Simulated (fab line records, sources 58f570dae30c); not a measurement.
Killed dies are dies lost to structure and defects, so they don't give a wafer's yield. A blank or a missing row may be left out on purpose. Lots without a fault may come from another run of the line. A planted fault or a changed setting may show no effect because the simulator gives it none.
Chamber matching | flow berkeley_cmos170 | UCB170_GATE_ETCH_15 on rie_si-01: 4 sister chambers
The step etches poly-Si in HBr/Cl2, stops on SiO2, time 56.3 s, target depth 278.2 nm. 14 wafers are shown with their chamber, then 7 later ones without.

WAFERS WITH THEIR CHAMBER
wafer  | chamber | throttle_valve_pct (%) | oes_product_au (a.u.)
L706.1 | 0       | 26.60                  | 0.825
L706.3 | 1       | 26.69                  | 0.825
L706.4 | 2       | 25.93                  | 0.844
L715.1 | 2       | 25.93                  | 0.832
L715.4 | 3       | 26.52                  | 0.816
L715.5 | 1       | 26.71                  | 0.830
L714.1 | 2       | 25.95                  | 0.846
L714.3 | 0       | 26.60                  | 0.828
L714.4 | 3       | 26.52                  | 0.832
L716.4 | 0       | 26.60                  | 0.834
L716.5 | 2       | 25.96                  | 0.846
L716.6 | 3       | 26.52                  | 0.817
L719.1 | 0       | 26.60                  | 0.796
L719.2 | 1       | 26.68                  | 0.825

SIGNATURES (means of the wafers above)
reading            | chamber 0 | chamber 1 | chamber 2 | chamber 3 | scatter within a chamber
throttle_valve_pct | 26.6000   | 26.6933   | 25.9425   | 26.5200   | 0.0107
oes_product_au     | 0.82075   | 0.82667   | 0.84200   | 0.82167   | 0.0108
Rule: a wafer's distance from a chamber is the root of the sum, over the readings, of the square of ((its reading less the chamber's mean) divided by the reading's scatter). The wafer belongs to the nearest chamber; if the next one is less than 2 further off, it can't be placed. The scatter: the root of (the sum of the squares of (reading less its chamber's mean) over the shown wafers, divided by (wafers less chambers)).

WAFERS WITHOUT THEIR CHAMBER
wafer  | throttle_valve_pct (%) | oes_product_au (a.u.)
L719.4 | 25.95                  | 0.838
L721.2 | 26.60                  | 0.816
L721.3 | 26.51                  | 0.819
L721.4 | 25.95                  | 0.873
L725.2 | 25.94                  | 0.871
L725.4 | 26.68                  | 0.836
L725.5 | 26.61                  | 0.826

WHICH CHAMBER EACH WENT THROUGH
wafer  | from the rows above | in truth
L719.4 | 2                   | 2
L721.2 | 0                   | 0
L721.3 | 3                   | 3
L721.4 | 2                   | 2
L725.2 | 2                   | 2
L725.4 | 1                   | 1
L725.5 | 0                   | 0
Placed correctly: 7 of 7. Can't be placed from these rows: 0. Placed wrongly: 0.
